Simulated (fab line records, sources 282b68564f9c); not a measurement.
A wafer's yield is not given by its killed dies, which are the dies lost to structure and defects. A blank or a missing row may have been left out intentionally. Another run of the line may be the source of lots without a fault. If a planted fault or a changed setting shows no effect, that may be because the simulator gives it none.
fab line records + flow rit-cmos
record
- lots=14
- wafers=42
- last-day=8
route steps=202 shown FOX2@23 M1@202
lots that met no fault: taken from a fault-free run of the same line
start-h: hours from the record's opening day to when the first of the lot's shown wafers began + wait-h: hours elapsed since this lot's preceding step + " identical to the entry in the row above + L1.1+2: a single row standing in for several wafers + - value missing, or start not given + * or withheld: withheld + < > ~ a bound
route shown NAME@n: a module of which the file shows steps, and the number in the route of the first + usual: mean and standard deviation over wafers with no fault + same: alike in all rows + chamber/n: place in a boat + sites: each site's reading + _std_site: the standard deviation of these + _edge_site: mean of outer sites minus mean of inner sites + radius-mm: for every site, how far away it sits from the centre of the wafer + mask NAME#n: copy n + behind: the last tool/chamber to shape the wafer + hold: why the lot was held/for how many hours/how that ended + device: the transistor (n, p or np) that didn't switch + end of line: tests run on the same wafers once the route is complete + a step given without rows: its recipe and nothing more + killed: dies lost to structure and defects at the first sort, not the wafer's yield + map: the dies of a wafer, with x for killed, . for not killed, _ for no die there
set.NAME: the setting as run; set.NAME@STEP: as run at that earlier step + model.NAME: the simulator's own value behind a step, which no gauge read
route steps across a sampled set of lots; one table per step, one row per wafer
services: a tool's chamber out of use, with start hour (start-h, from the record's first day; less than 0 if before it), hours out, and reason
## steps
# step RIT_FOX2_OXIDATION_00
# recipe
- temp-c=1100
- ambient=H2O
- target-thk-a=3507
- p-h2o-torr=720
- ox-time-s=1130
# usual
- spike-tc-centre-C=1101.6/1.5
- spike-tc-load-C=1128.8/2.4
- spike-tc-source-C=1123.7/3
- tube-center-temp-C=1100/0.1
- tube_center_temp_C_max=1102.9/0.5
- zone-power-source-pct=42.5/0.84
# same
- ox-time-s=1130
| lot.wafer | tool       | chamber | start-h | wait-h | spike-tc-centre-C | spike-tc-load-C | spike-tc-source-C | tube-center-temp-C | tube_center_temp_C_max | zone-power-source-pct |
|-----------|------------|---------|---------|--------|-------------------|-----------------|-------------------|--------------------|------------------------|-----------------------|
| L729.1    | furnace-01 | 0       | 25.79   | 2.8    | 1101.5            | 1128.2          | 1128.5            | 1100.3             | 1103.2                 | 41.1                  |
| L729.2    | "          | 0       | "       | "      | 1100.4            | 1128.2          | 1127.0            | 1100.1             | 1102.9                 | 41.0                  |
| L729.6    | "          | 0       | "       | "      | 1101.0            | 1129.3          | 1129.1            | 1100               | 1102.9                 | 40.8                  |
| L730.2    | furnace-03 | 0       | 27.73   | 0.0    | 1104.9            | 1131.3          | 1122.6            | 1099.9             | 1102.3                 | 42.9                  |
| L730.4    | "          | 0       | "       | "      | 1104.6            | 1132.2          | 1121.8            | 1100.1             | 1103.2                 | 42.8                  |
| L730.6    | "          | 0       | "       | "      | 1102.5            | 1130.7          | 1124.5            | 1100.2             | 1102.2                 | 43.1                  |
| L732.2    | furnace-01 | 0       | 34.77   | 0.1    | 1100.4            | 1129.1          | 1128.5            | 1099.7             | 1102.5                 | 41.2                  |
| L732.5    | "          | 0       | "       | "      | 1100.9            | 1126.8          | 1127.0            | 1099.9             | 1102.4                 | 41.7                  |
| L732.6    | "          | 0       | "       | "      | 1100.5            | 1126.0          | 1129.3            | 1100               | 1102.6                 | 40.7                  |
| L733.1    | furnace-01 | 0       | 45.46   | 0.1    | 1100.0            | 1129.0          | 1131.9            | 1100               | 1102.6                 | 41.6                  |
| L733.2    | "          | 0       | "       | "      | 1101.5            | 1128.2          | 1128.1            | 1100               | 1102.4                 | 41.0                  |
| L733.6    | "          | 0       | "       | "      | 1102.3            | 1128.2          | 1129.1            | 1099.9             | 1102.7                 | 41.4                  |
| L737.2    | furnace-04 | 0       | 58.57   | 0.0    | 1101.9            | 1126.1          | 1120.6            | 1100               | 1102.6                 | 42.8                  |
| L737.3    | "          | 0       | "       | "      | 1099.8            | 1125.8          | 1120.0            | 1099.9             | 1102.8                 | 43.0                  |
| L737.4    | "          | 0       | "       | "      | 1100.5            | 1126.9          | 1122.9            | 1100.1             | 1102.5                 | 43.2                  |
| L739.1    | furnace-04 | 0       | 67.49   | 0.0    | 1136.2            | 1161.7          | 1155.6            | 1135               | 1137.8                 | 46.4                  |
| L739.2    | "          | 0       | "       | "      | 1134.4            | 1164.5          | 1156.9            | 1134.9             | 1137.5                 | 46.3                  |
| L739.6    | "          | 0       | "       | "      | 1133.7            | 1163.0          | 1156.9            | 1135               | 1137.4                 | 46.2                  |
| L740.2    | furnace-03 | 0       | 73.67   | 0.0    | 1103.7            | 1133.0          | 1122.9            | 1100.1             | 1102.2                 | 42.1                  |
| L740.5    | "          | 0       | "       | "      | 1103.8            | 1132.0          | 1122.7            | 1100               | 1102.8                 | 42.6                  |
| L740.6    | "          | 0       | "       | "      | 1103.4            | 1130.8          | 1121.5            | 1099.9             | 1102.7                 | 42.6                  |
| L741.3    | furnace-04 | 0       | 78.78   | 0.0    | 1135.0            | 1161.1          | 1158.2            | 1134.9             | 1138.4                 | 46.2                  |
| L741.4    | "          | 0       | "       | "      | 1134.6            | 1163.0          | 1158.0            | 1134.9             | 1139.0                 | 46.5                  |
| L741.5    | "          | 0       | "       | "      | 1135.3            | 1163.7          | 1157.4            | 1135               | 1137.5                 | 46.0                  |
| L742.4    | furnace-03 | 0       | 83.80   | 0.0    | 1102.7            | 1134.1          | 1123.2            | 1100.1             | 1103.0                 | 43.0                  |
| L742.5    | "          | 0       | "       | "      | 1105.5            | 1132.5          | 1122.0            | 1100.1             | 1103.9                 | 42.6                  |
| L742.6    | "          | 0       | "       | "      | 1104.1            | 1132.1          | 1122.9            | 1100.1             | 1102.9                 | 42.9                  |
| L745.2    | furnace-03 | 0       | 98.54   | 0.0    | 1103.6            | 1133.4          | 1122.8            | 1099.9             | 1102.9                 | 43.0                  |
| L745.3    | "          | 0       | "       | "      | 1103.3            | 1132.1          | 1123.8            | 1100               | 1103.2                 | 41.9                  |
| L745.5    | "          | 0       | "       | "      | 1101.5            | 1131.8          | 1124.1            | 1100.1             | 1102.9                 | 42.3                  |
| L747.1    | furnace-03 | 0       | 107.77  | 0.0    | 1102.4            | 1130.3          | 1121.3            | 1100               | 1103.1                 | 42.7                  |
| L747.4    | "          | 0       | "       | "      | 1103.0            | 1131.3          | 1122.8            | 1099.9             | 1103.2                 | 42.2                  |
| L747.6    | "          | 0       | "       | "      | 1103.6            | 1131.5          | 1123.4            | 1099.9             | 1102.8                 | 42.9                  |
| L749.1    | furnace-03 | 0       | 119.87  | 0.0    | 1103.9            | 1132.4          | 1123.3            | 1100               | 1103.5                 | 42.7                  |
| L749.3    | "          | 0       | "       | "      | 1102.4            | 1132.9          | 1124.2            | 1100               | 1104.1                 | 42.7                  |
| L749.4    | "          | 0       | "       | "      | 1102.1            | 1133.6          | 1121.8            | 1100               | 1102.7                 | 43.4                  |
| L750.1    | furnace-01 | 0       | 127.66  | 2.2    | 1100.7            | 1129.6          | 1127.6            | 1100               | 1102.7                 | 41.6                  |
| L750.5    | "          | 0       | "       | "      | 1101.3            | 1129.7          | 1128.9            | 1099.9             | 1101.9                 | 40.7                  |
| L750.6    | "          | 0       | "       | "      | 1101.2            | 1129.6          | 1128.2            | 1100               | 1102.4                 | 41.6                  |
| L751.4    | furnace-01 | 0       | 135.02  | 4.6    | 1101.3            | 1127.3          | 1128.4            | 1100               | 1103.5                 | 41.2                  |
| L751.5    | "          | 0       | "       | "      | 1100.6            | 1128.2          | 1128.5            | 1100.1             | 1102.3                 | 40.7                  |
| L751.6    | "          | 0       | "       | "      | 1100.9            | 1127.2          | 1129.1            | 1100               | 1102.7                 | 40.3                  |
# step RIT_FOX2_THK_MEAS_01
# recipe
- reads=SiO2_of_FOX2_OXIDATION_00
# usual
- FOX2_OXIDE_THK=352/7.3
| lot.wafer | tool          | chamber | start-h | wait-h | FOX2_OXIDE_THK[nm] |
|-----------|---------------|---------|---------|--------|--------------------|
| L729.1    | film-metro-02 | -       | 27.11   | 0.0    | 336                |
| L729.2    | "             | -       | "       | "      | 340                |
| L729.6    | "             | -       | "       | "      | 339                |
| L730.2    | film-metro-01 | -       | 29.06   | 0.0    | 363                |
| L730.4    | "             | -       | "       | "      | 363                |
| L730.6    | "             | -       | "       | "      | 361                |
| L732.2    | film-metro-04 | -       | 36.09   | 0.0    | 341                |
| L732.5    | "             | -       | "       | "      | 341                |
| L732.6    | "             | -       | "       | "      | 341                |
| L733.1    | film-metro-01 | -       | 46.78   | 0.0    | 344                |
| L733.2    | "             | -       | "       | "      | 342                |
| L733.6    | "             | -       | "       | "      | 344                |
| L737.2    | film-metro-02 | -       | 59.89   | 0.0    | 363                |
| L737.3    | "             | -       | "       | "      | 366                |
| L737.4    | "             | -       | "       | "      | 359                |
| L739.1    | film-metro-02 | -       | 68.81   | 0.0    | 408                |
| L739.2    | "             | -       | "       | "      | 408                |
| L739.6    | "             | -       | "       | "      | 404                |
| L740.2    | film-metro-02 | -       | 74.99   | 0.0    | 356                |
| L740.5    | "             | -       | "       | "      | 353                |
| L740.6    | "             | -       | "       | "      | 354                |
| L741.3    | film-metro-01 | -       | 80.11   | 0.0    | 398                |
| L741.4    | "             | -       | "       | "      | 401                |
| L741.5    | "             | -       | "       | "      | 406                |
| L742.4    | film-metro-02 | -       | 85.14   | 0.0    | 365                |
| L742.5    | "             | -       | "       | "      | 362                |
| L742.6    | "             | -       | "       | "      | 364                |
| L745.2    | film-metro-02 | -       | 99.87   | 0.0    | 360                |
| L745.3    | "             | -       | "       | "      | 352                |
| L745.5    | "             | -       | "       | "      | 357                |
| L747.1    | film-metro-01 | -       | 109.08  | 0.0    | 355                |
| L747.4    | "             | -       | "       | "      | 350                |
| L747.6    | "             | -       | "       | "      | 354                |
| L749.1    | film-metro-02 | -       | 121.18  | 0.0    | 345                |
| L749.3    | "             | -       | "       | "      | 340                |
| L749.4    | "             | -       | "       | "      | 344                |
| L750.1    | film-metro-02 | -       | 128.97  | 0.0    | 347                |
| L750.5    | "             | -       | "       | "      | 344                |
| L750.6    | "             | -       | "       | "      | 348                |
| L751.4    | film-metro-02 | -       | 136.36  | 0.0    | 355                |
| L751.5    | "             | -       | "       | "      | 351                |
| L751.6    | "             | -       | "       | "      | 357                |
# step RIT_FOX2_THK_MEAS_90
# recipe
- reads=SiO2_of_FOX2_OXIDATION_00
# usual
- FIELD_OXIDE_LEFT_1_THK=325/7.4
| lot.wafer | tool          | chamber | start-h | wait-h | FIELD_OXIDE_LEFT_1_THK[nm] |
|-----------|---------------|---------|---------|--------|----------------------------|
| L729.1    | film-metro-02 | -       | 28.05   | 0.0    | 309                        |
| L729.2    | "             | -       | "       | "      | 313                        |
| L729.6    | "             | -       | "       | "      | 312                        |
| L730.2    | film-metro-01 | -       | 29.93   | 0.0    | 335                        |
| L730.4    | "             | -       | "       | "      | 335                        |
| L730.6    | "             | -       | "       | "      | 334                        |
| L732.2    | film-metro-01 | -       | 37.04   | 0.0    | 314                        |
| L732.5    | "             | -       | "       | "      | 313                        |
| L732.6    | "             | -       | "       | "      | 314                        |
| L733.1    | film-metro-01 | -       | 47.72   | 0.0    | 317                        |
| L733.2    | "             | -       | "       | "      | 314                        |
| L733.6    | "             | -       | "       | "      | 316                        |
| L737.2    | film-metro-02 | -       | 61.52   | 0.0    | 336                        |
| L737.3    | "             | -       | "       | "      | 338                        |
| L737.4    | "             | -       | "       | "      | 333                        |
| L739.1    | film-metro-01 | -       | 70.44   | 0.0    | 381                        |
| L739.2    | "             | -       | "       | "      | 380                        |
| L739.6    | "             | -       | "       | "      | 377                        |
| L740.2    | film-metro-02 | -       | 75.87   | 0.0    | 328                        |
| L740.5    | "             | -       | "       | "      | 325                        |
| L740.6    | "             | -       | "       | "      | 327                        |
| L741.3    | film-metro-02 | -       | 80.99   | 0.0    | 371                        |
| L741.4    | "             | -       | "       | "      | 374                        |
| L741.5    | "             | -       | "       | "      | 379                        |
| L742.4    | film-metro-04 | -       | 86.15   | 0.0    | 338                        |
| L742.5    | "             | -       | "       | "      | 335                        |
| L742.6    | "             | -       | "       | "      | 338                        |
| L745.2    | film-metro-04 | -       | 100.74  | 0.0    | 333                        |
| L745.3    | "             | -       | "       | "      | 324                        |
| L745.5    | "             | -       | "       | "      | 330                        |
| L747.1    | film-metro-02 | -       | 110.03  | 0.0    | 328                        |
| L747.4    | "             | -       | "       | "      | 323                        |
| L747.6    | "             | -       | "       | "      | 327                        |
| L749.1    | film-metro-01 | -       | 122.14  | 0.0    | 318                        |
| L749.3    | "             | -       | "       | "      | 313                        |
| L749.4    | "             | -       | "       | "      | 317                        |
| L750.1    | film-metro-01 | -       | 129.85  | 0.0    | 319                        |
| L750.5    | "             | -       | "       | "      | 317                        |
| L750.6    | "             | -       | "       | "      | 321                        |
| L751.4    | film-metro-04 | -       | 137.24  | 0.0    | 328                        |
| L751.5    | "             | -       | "       | "      | 325                        |
| L751.6    | "             | -       | "       | "      | 330                        |
# step RIT_FOX2_THK_MEAS_91
# recipe
- reads=SiO2_of_FOX2_OXIDATION_00
# usual
- FIELD_OXIDE_LEFT_2_THK=257/7.5
| lot.wafer | tool          | chamber | start-h | wait-h | FIELD_OXIDE_LEFT_2_THK[nm] |
|-----------|---------------|---------|---------|--------|----------------------------|
| L729.1    | film-metro-04 | -       | 40.95   | 0.0    | 241                        |
| L729.2    | "             | -       | "       | "      | 245                        |
| L729.6    | "             | -       | "       | "      | 243                        |
| L730.2    | film-metro-01 | -       | 43.55   | 0.0    | 268                        |
| L730.4    | "             | -       | "       | "      | 267                        |
| L730.6    | "             | -       | "       | "      | 266                        |
| L732.2    | film-metro-02 | -       | 49.53   | 0.0    | 246                        |
| L732.5    | "             | -       | "       | "      | 246                        |
| L732.6    | "             | -       | "       | "      | 246                        |
| L733.1    | film-metro-01 | -       | 61.04   | 0.0    | 249                        |
| L733.2    | "             | -       | "       | "      | 246                        |
| L733.6    | "             | -       | "       | "      | 248                        |
| L737.2    | film-metro-01 | -       | 73.86   | 0.0    | 269                        |
| L737.3    | "             | -       | "       | "      | 272                        |
| L737.4    | "             | -       | "       | "      | 265                        |
| L739.1    | film-metro-02 | -       | 83.00   | 0.0    | 312                        |
| L739.2    | "             | -       | "       | "      | 313                        |
| L739.6    | "             | -       | "       | "      | 308                        |
| L740.2    | film-metro-01 | -       | 88.55   | 0.0    | 260                        |
| L740.5    | "             | -       | "       | "      | 257                        |
| L740.6    | "             | -       | "       | "      | 258                        |
| L741.3    | film-metro-02 | -       | 93.74   | 0.0    | 303                        |
| L741.4    | "             | -       | "       | "      | 306                        |
| L741.5    | "             | -       | "       | "      | 310                        |
| L742.4    | film-metro-02 | -       | 99.16   | 0.0    | 269                        |
| L742.5    | "             | -       | "       | "      | 266                        |
| L742.6    | "             | -       | "       | "      | 268                        |
| L745.2    | film-metro-02 | -       | 113.62  | 0.0    | 265                        |
| L745.3    | "             | -       | "       | "      | 256                        |
| L745.5    | "             | -       | "       | "      | 262                        |
| L747.1    | film-metro-04 | -       | 123.45  | 0.0    | 260                        |
| L747.4    | "             | -       | "       | "      | 255                        |
| L747.6    | "             | -       | "       | "      | 259                        |
| L749.1    | film-metro-01 | -       | 137.27  | 0.0    | 249                        |
| L749.3    | "             | -       | "       | "      | 244                        |
| L749.4    | "             | -       | "       | "      | 248                        |
| L750.1    | film-metro-04 | -       | 146.50  | 0.0    | 251                        |
| L750.5    | "             | -       | "       | "      | 248                        |
| L750.6    | "             | -       | "       | "      | 253                        |
| L751.4    | film-metro-02 | -       | 151.44  | 0.0    | 260                        |
| L751.5    | "             | -       | "       | "      | 256                        |
| L751.6    | "             | -       | "       | "      | 262                        |
# step RIT_M1_PROBE_99
# usual
- killed_at_M0_to_M3=0.0/0.12
- killed-at-contacts=0.0/0.2
- killed-at-front-end=7/3
- killed-dies=7/3
- killed-open=3.4/1.8
- killed-short=3.8/2.1
# same
- gross-dies=264
- killed_at_M4_up=0
- killed-at-back-side=0
- killed-at-other=0
| lot.wafer | tool      | chamber | start-h | wait-h | killed_at_M0_to_M3 | killed-at-contacts | killed-at-front-end | killed-dies | killed-open | killed-short |
|-----------|-----------|---------|---------|--------|--------------------|--------------------|---------------------|-------------|-------------|--------------|
| L745.2    | prober-02 | -       | 140.15  | 0.1    | 0                  | 0                  | 8                   | 8           | 4           | 4            |
| L745.3    | prober-02 | -       | 140.20  | 0.2    | 0                  | 0                  | 6                   | 6           | 3           | 3            |
| L745.5    | prober-02 | -       | 140.30  | 0.2    | 0                  | 0                  | 8                   | 8           | 3           | 5            |
# killed by level:class
L745.2 FOX1:geometric-particle:open=4 GATE:geometric-particle:short=4
L745.3 FOX1:geometric-particle:open=2 FOX1:geometric-particle:short=1 GATE:geometric-particle:short=1 REOX:geometric-particle:open=1 SPACER:geometric-particle:short=1
L745.5 FOX1:geometric-particle:short=4 FOX1:geometric-particle:open=1 GATE:geometric-particle:open=1 REOX:geometric-particle:short=1 REOX:geometric-particle:open=1
## services
| tool       | chamber | start-h | hours | kind |
|------------|---------|---------|-------|------|
| furnace-01 | -       | 14.88   | 3.8   | pm   |
| furnace-03 | -       | 16.20   | 3.5   | pm   |
| furnace-03 | -       | 19.74   | 6.5   | pm   |
| furnace-01 | -       | 63.13   | 2.2   | pm   |
| furnace-03 | -       | 133.39  | 4.1   | pm   |
## key
first-sign
- step=RIT_FOX2_OXIDATION_00
- reading=tube-center-temp-C
- direction=up
- sigmas=99+
- usual=*
- struck=*
effect
- step=RIT_FOX2_OXIDATION_00
- reading=tube_center_temp_C_max
- direction=up
- sigmas=70
- usual=*
- struck=*
effect
- step=RIT_FOX2_THK_MEAS_01
- reading=FOX2_OXIDE_THK
- direction=up
- sigmas=7.1
- usual=352
- struck=404
effect
- step=RIT_FOX2_THK_MEAS_90
- reading=FIELD_OXIDE_LEFT_1_THK
- direction=up
- sigmas=7.1
- usual=325
- struck=377
effect
- step=RIT_FOX2_THK_MEAS_91
- reading=FIELD_OXIDE_LEFT_2_THK
- direction=up
- sigmas=6.9
- usual=257
- struck=309
met-at RIT_FOX2_OXIDATION_00
struck-lots L739,L741
tester-left-out L739,L741
onset-between 58.57 67.49
fault
- kind=process-parameter-drift
- tool=furnace-04
- chamber=-
- onset-h=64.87
- steps=RIT_FOX2_OXIDATION_00
- channel=temp-c
- offset=*
- shape=step
- end-h=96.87
- acts-in=*
- stated=*
# tester-left-out: of these lots the tester's yield and bins aren't shown, on N5 and GAA mostly nor the transistor test; their killed dies are dies lost to structure and defects alone, not to doping, threshold or leakage, so they don't give the yield
